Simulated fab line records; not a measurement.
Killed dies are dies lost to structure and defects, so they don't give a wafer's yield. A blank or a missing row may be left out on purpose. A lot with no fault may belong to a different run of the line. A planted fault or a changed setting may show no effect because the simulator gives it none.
A lot that was struck, set against a sound lot + flow ritCmos + 20 steps out of a route of 202
Sound: the wafers L699.1, L699.2, L699.6. Wafers L692.1, L692.2, L692.6 were the ones struck. The cause is named last.
For every step that has rows: the tool of each side, followed by ch and its chambers, followed by its first start. Under that, the readings that differ: sound wafers + struck wafers + difference of the means + sigmas: that difference in standard deviations of wafers without a fault.
alike: a reading whose means differ by less than 2 such deviations, as well as words and numbers matching on both sides. not compared: withheld readings; readings where some wafer has no value; bounds like >300 that might hide an equal value; numbers whose values overlap and for which the record gives no deviation.
The two part at a step that has a row with sigmas, a row that says differs or no value, or rows on one side only. Numbers that have no deviation but don't overlap get no sigmas and don't part them. Lack of a reading on every wafer of one side parts them only where that side has two or more wafers.

RIT_FOX1_THK_MEAS_01:
  struck on filmMetro-03, day 4 18:14; sound on filmMetro-01, day 6 03:56
  alike: FOX1_OXIDE_THK
then, 2 steps without rows for these wafers: RIT_FOX1_WET_ETCH_02 (etches SiO2 in BOE, target depth 350 nm, time 390 s); RIT_FOX2_OXIDATION_00 (target thk 350.7 nm, ox time 1130 s).
RIT_FOX2_THK_MEAS_01:
  struck on filmMetro-03, day 4 20:04; sound on filmMetro-01, day 6 05:26
  alike: FOX2_OXIDE_THK
then, 2 steps without rows for these wafers: RIT_FOX2_CLEAN_02 (cleans in dHF, time 180 s); RIT_FOX2_WET_ETCH_03 (etches Si3N4 in H3PO4, target depth 195 nm, time 2700 s).
RIT_FOX2_THK_MEAS_90:
  struck on filmMetro-04, day 4 20:57; sound on filmMetro-01, day 6 06:19
  alike: FIELD_OXIDE_LEFT_1_THK
then, 5 steps without rows for these wafers: RIT_NWELL_HMDS_00 (prime time 60 s); RIT_NWELL_COAT_01 (resist thk 1300 nm); RIT_NWELL_SOFTBAKE_02 (time 60 s); RIT_NWELL_EXPOSE_03 (exposes mask M2, target cd 43900 nm); RIT_NWELL_PEB_04.
RIT_NWELL_DEVELOP_05: develop time 68 s.
  sound on lithoTrack-01 ch 0, day 6 07:00; struck on lithoTrack-04 ch 0, day 4 21:00
RIT_NWELL_OVL_MEAS_06:
  struck on overlay-01, day 4 21:53; sound on overlay-01, day 6 07:22
  alike: NWELL_OVL
then, 2 steps without rows for these wafers: RIT_NWELL_HARDBAKE_07 (time 120 s); RIT_NWELL_IMPLANT_08.
RIT_NWELL_STRIP_09: strips in O2, time 180 s.
  sound on plasmaAsher-03 ch 0,1, day 6 07:49; struck on plasmaAsher-01 ch 0,1, day 4 22:20
  alike: chamberPressureMTorr, drypumpMotorCurrentA, rfReflPowerW
  not compared: rfHoursCounterH
RIT_NWELL_TW_MEAS_10:
  struck on filmMetro-04, day 4 22:31; sound on filmMetro-02, day 6 07:59
| reading  | sound          | struck         | difference | sigmas |
|----------|----------------|----------------|------------|--------|
| NWELL_TW | 2148 2163 2158 | 2037 2035 2031 | -122       | -6     |
then, 1 step without rows for these wafers: RIT_PWELL_HMDS_00 (prime time 60 s).
RIT_M1_PROBE_99:
  the record holds rows for the sound wafers here (prober-01, day 7 19:50) but none for the struck ones

WHERE THEY PART
Earliest at RIT_NWELL_TW_MEAS_10; latest, in this record, at RIT_M1_PROBE_99.

WHY: whatever the simulator had introduced
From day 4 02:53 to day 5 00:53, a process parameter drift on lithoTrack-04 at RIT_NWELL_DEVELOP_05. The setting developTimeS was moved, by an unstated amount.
